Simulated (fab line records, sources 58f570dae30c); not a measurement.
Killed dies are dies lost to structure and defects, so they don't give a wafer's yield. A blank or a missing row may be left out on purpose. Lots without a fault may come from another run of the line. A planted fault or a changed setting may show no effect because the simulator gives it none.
A sampling plan put to the test | flow berkeley_cmos170 | one fab line, 39 faults that these records tell of, each judged on the records of the lots that it struck
The plan is the line's own looks: the steps of the route at which a gauge or an inspection reads the wafer and doesn't change it. A look can be judged if struck wafers have a number there and the file gives its usual mean and standard deviation on fault-free wafers. Caught: at a look after the fault's first step, the mean of the struck wafers lies 4 or more of those standard deviations (sigma) from the usual mean. On the tool: the same test on the tool's own readings at the fault's steps. Another recipe on the struck wafers, or a record that is blank for them alone, also counts as caught.

THE FAULTS, as the simulator had put them in
1. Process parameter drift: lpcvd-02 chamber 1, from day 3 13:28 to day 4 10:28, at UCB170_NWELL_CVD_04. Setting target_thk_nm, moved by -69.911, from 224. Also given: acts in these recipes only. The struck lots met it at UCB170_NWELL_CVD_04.
2. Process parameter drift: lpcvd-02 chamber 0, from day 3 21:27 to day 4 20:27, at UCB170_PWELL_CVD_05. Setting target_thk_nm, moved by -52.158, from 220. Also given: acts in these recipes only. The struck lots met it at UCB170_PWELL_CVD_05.
3. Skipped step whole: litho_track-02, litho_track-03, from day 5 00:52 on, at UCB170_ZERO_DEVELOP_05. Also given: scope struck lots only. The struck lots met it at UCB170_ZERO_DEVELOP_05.
4. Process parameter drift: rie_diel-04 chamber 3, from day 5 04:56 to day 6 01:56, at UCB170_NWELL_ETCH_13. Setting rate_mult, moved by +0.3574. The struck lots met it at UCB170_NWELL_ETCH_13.
5. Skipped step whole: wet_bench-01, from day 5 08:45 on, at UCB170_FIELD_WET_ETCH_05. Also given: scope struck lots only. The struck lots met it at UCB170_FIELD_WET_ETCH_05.
6. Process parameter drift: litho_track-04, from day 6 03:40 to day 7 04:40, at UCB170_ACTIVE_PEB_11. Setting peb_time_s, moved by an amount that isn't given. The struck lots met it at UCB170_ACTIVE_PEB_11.
7. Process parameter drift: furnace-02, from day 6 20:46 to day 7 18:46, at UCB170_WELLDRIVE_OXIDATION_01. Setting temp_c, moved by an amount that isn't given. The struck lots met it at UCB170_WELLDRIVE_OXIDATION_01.
8. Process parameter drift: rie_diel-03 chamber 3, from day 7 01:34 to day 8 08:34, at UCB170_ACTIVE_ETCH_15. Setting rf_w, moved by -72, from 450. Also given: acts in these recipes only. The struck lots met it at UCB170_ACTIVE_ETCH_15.
9. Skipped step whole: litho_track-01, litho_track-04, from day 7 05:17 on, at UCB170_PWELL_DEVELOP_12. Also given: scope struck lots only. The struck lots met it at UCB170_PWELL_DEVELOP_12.
10. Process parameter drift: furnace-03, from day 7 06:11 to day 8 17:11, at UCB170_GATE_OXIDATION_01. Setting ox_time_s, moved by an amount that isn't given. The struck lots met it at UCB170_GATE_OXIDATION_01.
11. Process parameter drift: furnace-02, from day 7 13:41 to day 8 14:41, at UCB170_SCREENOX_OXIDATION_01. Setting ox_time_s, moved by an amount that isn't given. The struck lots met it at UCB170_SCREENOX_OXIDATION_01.
12. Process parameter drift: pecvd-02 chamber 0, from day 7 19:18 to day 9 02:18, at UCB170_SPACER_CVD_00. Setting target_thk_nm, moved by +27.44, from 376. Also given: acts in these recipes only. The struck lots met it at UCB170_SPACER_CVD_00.
13. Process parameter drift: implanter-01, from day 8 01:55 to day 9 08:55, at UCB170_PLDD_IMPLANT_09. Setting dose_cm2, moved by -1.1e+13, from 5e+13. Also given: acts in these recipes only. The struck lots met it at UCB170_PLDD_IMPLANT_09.
14. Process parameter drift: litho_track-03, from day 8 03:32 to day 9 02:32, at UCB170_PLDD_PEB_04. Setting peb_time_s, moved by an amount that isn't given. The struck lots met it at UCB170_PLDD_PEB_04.
15. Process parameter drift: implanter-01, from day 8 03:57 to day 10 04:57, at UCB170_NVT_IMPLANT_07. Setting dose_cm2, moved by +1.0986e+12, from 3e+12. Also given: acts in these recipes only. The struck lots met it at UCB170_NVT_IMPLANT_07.
16. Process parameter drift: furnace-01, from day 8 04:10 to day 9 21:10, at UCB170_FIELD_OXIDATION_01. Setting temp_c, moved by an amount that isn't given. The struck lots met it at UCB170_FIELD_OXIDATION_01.
17. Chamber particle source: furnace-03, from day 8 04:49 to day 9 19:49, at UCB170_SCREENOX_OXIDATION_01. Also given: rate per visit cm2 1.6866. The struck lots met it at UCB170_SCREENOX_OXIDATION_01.
18. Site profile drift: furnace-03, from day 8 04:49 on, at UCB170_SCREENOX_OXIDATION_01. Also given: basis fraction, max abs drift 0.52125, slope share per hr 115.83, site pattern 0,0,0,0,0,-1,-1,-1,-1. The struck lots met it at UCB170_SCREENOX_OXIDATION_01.
19. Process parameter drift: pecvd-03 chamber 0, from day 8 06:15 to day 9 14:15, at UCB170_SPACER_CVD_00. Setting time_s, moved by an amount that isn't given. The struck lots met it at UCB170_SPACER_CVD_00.
20. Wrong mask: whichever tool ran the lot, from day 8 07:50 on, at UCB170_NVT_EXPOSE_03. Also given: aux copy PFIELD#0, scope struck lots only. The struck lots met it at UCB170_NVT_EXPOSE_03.
21. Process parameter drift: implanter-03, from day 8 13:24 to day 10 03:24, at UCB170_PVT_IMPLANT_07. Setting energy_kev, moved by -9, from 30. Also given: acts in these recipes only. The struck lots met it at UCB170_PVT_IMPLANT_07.
22. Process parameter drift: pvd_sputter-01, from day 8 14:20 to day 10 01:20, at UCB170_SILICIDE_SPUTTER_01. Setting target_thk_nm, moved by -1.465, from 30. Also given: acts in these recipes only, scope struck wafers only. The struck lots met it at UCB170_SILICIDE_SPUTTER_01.
23. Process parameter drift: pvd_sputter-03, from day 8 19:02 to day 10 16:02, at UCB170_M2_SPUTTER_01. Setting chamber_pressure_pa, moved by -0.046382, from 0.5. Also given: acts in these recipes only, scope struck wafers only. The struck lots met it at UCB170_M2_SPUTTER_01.
24. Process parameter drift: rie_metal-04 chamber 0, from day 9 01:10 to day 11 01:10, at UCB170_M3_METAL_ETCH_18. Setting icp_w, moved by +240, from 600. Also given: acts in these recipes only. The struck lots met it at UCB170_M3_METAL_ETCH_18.
25. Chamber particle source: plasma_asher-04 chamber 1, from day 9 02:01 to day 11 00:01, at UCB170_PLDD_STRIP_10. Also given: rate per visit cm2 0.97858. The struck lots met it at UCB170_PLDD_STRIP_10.
26. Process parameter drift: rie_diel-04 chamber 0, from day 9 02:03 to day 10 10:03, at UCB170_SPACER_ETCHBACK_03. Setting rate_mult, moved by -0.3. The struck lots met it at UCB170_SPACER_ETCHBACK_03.
27. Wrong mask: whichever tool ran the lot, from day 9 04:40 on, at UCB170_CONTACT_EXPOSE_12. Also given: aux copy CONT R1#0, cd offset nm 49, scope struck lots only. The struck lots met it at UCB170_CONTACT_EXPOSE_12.
28. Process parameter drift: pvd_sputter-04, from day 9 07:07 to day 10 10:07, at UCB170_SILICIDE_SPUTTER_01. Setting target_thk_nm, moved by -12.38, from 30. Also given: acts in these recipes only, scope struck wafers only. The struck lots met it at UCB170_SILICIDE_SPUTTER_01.
29. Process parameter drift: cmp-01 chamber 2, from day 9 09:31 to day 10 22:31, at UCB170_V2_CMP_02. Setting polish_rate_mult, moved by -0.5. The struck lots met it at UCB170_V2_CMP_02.
30. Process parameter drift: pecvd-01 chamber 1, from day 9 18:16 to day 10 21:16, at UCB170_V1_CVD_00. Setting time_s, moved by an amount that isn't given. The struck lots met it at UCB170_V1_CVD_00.
31. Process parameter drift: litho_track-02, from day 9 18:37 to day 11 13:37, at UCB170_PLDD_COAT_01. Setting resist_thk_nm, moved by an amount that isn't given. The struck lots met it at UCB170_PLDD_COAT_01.
32. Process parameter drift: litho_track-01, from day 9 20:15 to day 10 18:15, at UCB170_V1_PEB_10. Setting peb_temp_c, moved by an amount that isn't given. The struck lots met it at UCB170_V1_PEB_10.
33. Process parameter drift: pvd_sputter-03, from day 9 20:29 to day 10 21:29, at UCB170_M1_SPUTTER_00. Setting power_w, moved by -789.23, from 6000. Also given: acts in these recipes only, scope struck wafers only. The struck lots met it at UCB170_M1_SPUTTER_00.
34. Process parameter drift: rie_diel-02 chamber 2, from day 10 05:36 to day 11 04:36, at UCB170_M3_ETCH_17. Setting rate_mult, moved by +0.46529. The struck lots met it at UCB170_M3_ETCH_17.
35. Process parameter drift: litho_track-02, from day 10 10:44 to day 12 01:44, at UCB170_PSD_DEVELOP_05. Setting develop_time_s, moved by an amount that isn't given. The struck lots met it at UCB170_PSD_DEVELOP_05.
36. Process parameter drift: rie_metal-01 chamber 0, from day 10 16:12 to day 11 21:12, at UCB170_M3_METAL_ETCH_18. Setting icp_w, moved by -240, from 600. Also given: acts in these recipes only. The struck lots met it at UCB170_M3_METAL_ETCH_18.
37. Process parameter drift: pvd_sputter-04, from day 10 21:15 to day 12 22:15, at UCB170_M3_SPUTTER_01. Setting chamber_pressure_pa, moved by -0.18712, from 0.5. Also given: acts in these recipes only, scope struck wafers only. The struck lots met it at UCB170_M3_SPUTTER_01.
38. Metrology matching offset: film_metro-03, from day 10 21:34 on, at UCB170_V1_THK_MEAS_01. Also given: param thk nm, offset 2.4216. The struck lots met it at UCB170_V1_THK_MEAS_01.
39. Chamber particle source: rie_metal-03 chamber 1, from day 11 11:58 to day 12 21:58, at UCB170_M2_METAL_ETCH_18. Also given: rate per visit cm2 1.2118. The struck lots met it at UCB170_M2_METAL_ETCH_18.

WHAT THE PLAN SAW
fault | on the tool itself                               | first look that catches it                      | reading, sigma                                                       | median hours from its first step to that look | hours from the fault's start to the first struck lot there | judged looks passed uncaught
1     | under 2 sigma                                    | UCB170_NWELL_THK_MEAS_05                        | NWELL_NITRIDE_THK -32                                                | 1.9                                           | 5                                                          | 0
2     | under 2 sigma                                    | UCB170_PWELL_THK_MEAS_06                        | PWELL_NITRIDE_THK -24                                                | 1.9                                           | 5                                                          | 0
3     | the tool's record is blank for the struck wafers | no look after it can be judged                  | -                                                                    | -                                             | -                                                          | 0
4     | under 2 sigma                                    | not the one look that can be judged after it    | -                                                                    | -                                             | -                                                          | 1
5     | no reading that can be judged                    | no look after it can be judged                  | -                                                                    | -                                             | -                                                          | 0
6     | no reading that can be judged                    | UCB170_ACTIVE_CD_MEAS_13                        | cd_nm -4.5                                                           | 0.3                                           | 2                                                          | 0
7     | tube_center_temp_C +79 sigma                     | not the one look that can be judged after it    | strongest: WELLDRIVE_OXIDE_THK at UCB170_WELLDRIVE_THK_MEAS_02, +2.2 | -                                             | -                                                          | 1
8     | rf_fwd_power_W -52 sigma                         | no look after it can be judged                  | -                                                                    | -                                             | -                                                          | 0
9     | no reading that can be judged                    | no look after it can be judged                  | -                                                                    | -                                             | -                                                          | 0
10    | under 2 sigma                                    | UCB170_GATE_THK_MEAS_02                         | GATE_OXIDE_THK +18                                                   | 1.5                                           | 7                                                          | 0
11    | under 2 sigma                                    | UCB170_SCREENOX_THK_MEAS_02                     | SCREENOX_OXIDE_THK -28                                               | 1.7                                           | 15                                                         | 0
12    | under 2 sigma                                    | UCB170_SPACER_THK_MEAS_01                       | SPACER_TEOS_THK +5.7                                                 | 0.1                                           | 3                                                          | 0
13    | dose_ions_cm2 -99 or beyond sigma                | UCB170_SDANNEAL_RS_MEAS_04                      | PLDD_RS +41                                                          | 12.0                                          | 22                                                         | 1
14    | no reading that can be judged                    | not the one look that can be judged after it    | strongest: cd_nm at UCB170_PLDD_CD_MEAS_06, +3.6                     | -                                             | -                                                          | 1
15    | dose_ions_cm2 +99 or beyond sigma                | UCB170_NVT_TW_MEAS_09                           | NVT_TW +9.5                                                          | 0.2                                           | 5                                                          | 0
16    | tube_center_temp_C -99 or beyond sigma           | UCB170_FIELD_THK_MEAS_02                        | FIELD_OXIDE_THK -7.7                                                 | 3.0                                           | 6                                                          | 0
17    | under 2 sigma                                    | none of the 2 looks that can be judged after it | -                                                                    | -                                             | -                                                          | 2
18    | under 2 sigma                                    | none of the 7 looks that can be judged after it | -                                                                    | -                                             | -                                                          | 7
19    | run_length_s -33 sigma                           | UCB170_SPACER_THK_MEAS_01                       | SPACER_TEOS_THK -29                                                  | 0.0                                           | 8                                                          | 0
20    | no reading that can be judged                    | UCB170_NVT_TW_MEAS_09                           | NVT_TW -82                                                           | 1.0                                           | 1                                                          | 0
21    | beam_energy_keV -99 or beyond sigma              | UCB170_PVT_TW_MEAS_09                           | PVT_TW -7.9                                                          | 0.3                                           | 13                                                         | 0
22    | under 2 sigma                                    | none of the 3 looks that can be judged after it | strongest: SILICIDE_TI_RS at UCB170_SILICIDE_RS_MEAS_02, +3.7        | -                                             | -                                                          | 3
23    | chamber_pressure_pa -45 sigma                    | not the one look that can be judged after it    | strongest: M2_AL_RS at UCB170_M2_RS_MEAS_02, -3.5                    | -                                             | -                                                          | 1
24    | rf_fwd_power_W +99 or beyond sigma               | UCB170_M3_CD_MEAS_90                            | cd_nm -5.0                                                           | 0.4                                           | 3                                                          | 0
25    | under 2 sigma                                    | no look after it can be judged                  | -                                                                    | -                                             | -                                                          | 0
26    | oes_product_au -5.3 sigma                        | no look after it can be judged                  | -                                                                    | -                                             | -                                                          | 0
27    | no reading that can be judged                    | UCB170_CONTACT_CD_MEAS_15                       | cd_nm +35                                                            | 0.4                                           | 2                                                          | 0
28    | under 2 sigma                                    | UCB170_SILICIDE_RS_MEAS_02                      | SILICIDE_TI_RS +59                                                   | 0.1                                           | 7                                                          | 0
29    | under 2 sigma                                    | UCB170_V2_THK_MEAS_04                           | V2_POLISHED_THK +99 or beyond                                        | 0.4                                           | 25                                                         | 0
30    | run_length_s -13 sigma                           | none of the 2 looks that can be judged after it | strongest: V1_TEOS_THK at UCB170_V1_THK_MEAS_01, -3.3                | -                                             | -                                                          | 2
31    | no reading that can be judged                    | none of the 2 looks that can be judged after it | -                                                                    | -                                             | -                                                          | 2
32    | heater_power_total_W +99 or beyond sigma         | UCB170_V1_CD_MEAS_12                            | cd_nm +36                                                            | 0.3                                           | 8                                                          | 0
33    | cathode_dc_power_W -99 or beyond sigma           | UCB170_M1_RS_MEAS_01                            | M1_AL_RS +13                                                         | 0.1                                           | 0                                                          | 0
34    | oes_product_au +13 sigma                         | no look after it can be judged                  | -                                                                    | -                                             | -                                                          | 0
35    | no reading that can be judged                    | UCB170_PSD_TW_MEAS_10                           | PSD_TW -95                                                           | 1.4                                           | 6                                                          | 0
36    | rf_fwd_power_W -99 or beyond sigma               | UCB170_M3_CD_MEAS_90                            | cd_nm +5.6                                                           | 0.3                                           | 18                                                         | 0
37    | chamber_pressure_pa -99 or beyond sigma          | UCB170_M3_RS_MEAS_02                            | M3_AL_RS -7.4                                                        | 0.1                                           | 11                                                         | 0
38    | under 2 sigma                                    | UCB170_V1_CD_MEAS_12                            | cd_nm -4.9                                                           | 2.2                                           | 5                                                          | 0
39    | under 2 sigma                                    | no look after it can be judged                  | -                                                                    | -                                             | -                                                          | 0
A dash: the fault isn't caught, or these records don't give the number.

Caught at a look: 22 of 39. Caught on the tool: 17 of 39. By one or the other: 29 of 39.
Caught on the tool alone: faults 3, 7, 8, 23, 26, 30, 34.
Caught at a look alone: faults 1, 2, 6, 10, 11, 12, 20, 27, 28, 29, 35, 38.
Caught by neither: faults 4, 5, 9, 14, 17, 18, 22, 25, 31, 39.

THINNER SAMPLING
If the look that catches a fault measured only every second or every third lot, by lot number, the first struck lot would be measured this late in the worst case:
fault | struck lots at that look, in order of time | every lot | every second lot | every third lot
1     | L301                                       | 5 h       | may miss it      | may miss it
2     | L345                                       | 5 h       | may miss it      | may miss it
6     | L167, L168                                 | 2 h       | 15 h             | may miss all 2
10    | L869, L868                                 | 7 h       | 7 h              | may miss all 2
11    | L105, L107, L106                           | 15 h      | 15 h             | 15 h
12    | L867, L869                                 | 3 h       | may miss all 2   | may miss all 2
13    | L747, L749                                 | 22 h      | may miss all 2   | may miss all 2
15    | L817, L818, L820                           | 5 h       | 20 h             | may miss all 3
16    | L375, L374                                 | 6 h       | 6 h              | may miss all 2
19    | L501                                       | 8 h       | may miss it      | may miss it
20    | L953                                       | 1 h       | may miss it      | may miss it
21    | L715, L717                                 | 13 h      | may miss all 2   | may miss all 2
24    | L712, L717                                 | 3 h       | 40 h             | may miss all 2
27    | L866                                       | 2 h       | may miss it      | may miss it
28    | L752                                       | 7 h       | may miss it      | may miss it
29    | L829                                       | 25 h      | may miss it      | may miss it
32    | L519, L517                                 | 8 h       | may miss all 2   | may miss all 2
33    | L136                                       | 0 h       | may miss it      | may miss it
35    | L600, L601                                 | 6 h       | 6 h              | may miss all 2
36    | L570, L571                                 | 18 h      | 19 h             | may miss all 2
37    | L459                                       | 11 h      | may miss it      | may miss it
38    | L981, L984, L982                           | 5 h       | 17 h             | may miss all 3
Hours are from the fault's start to the first struck lot that is measured. The limit of 4 sigma was tested on all struck wafers together, so one lot alone may lie under it. Other struck lots may not be in these records.

THE LONGEST TIMED WAY FROM STEP TO LOOK
Fault 13: a median of 12.0 hours passes between UCB170_PLDD_IMPLANT_09 and UCB170_SDANNEAL_RS_MEAS_04. The look between them that can be judged stayed within 4 sigma: UCB170_PLDD_TW_MEAS_11.
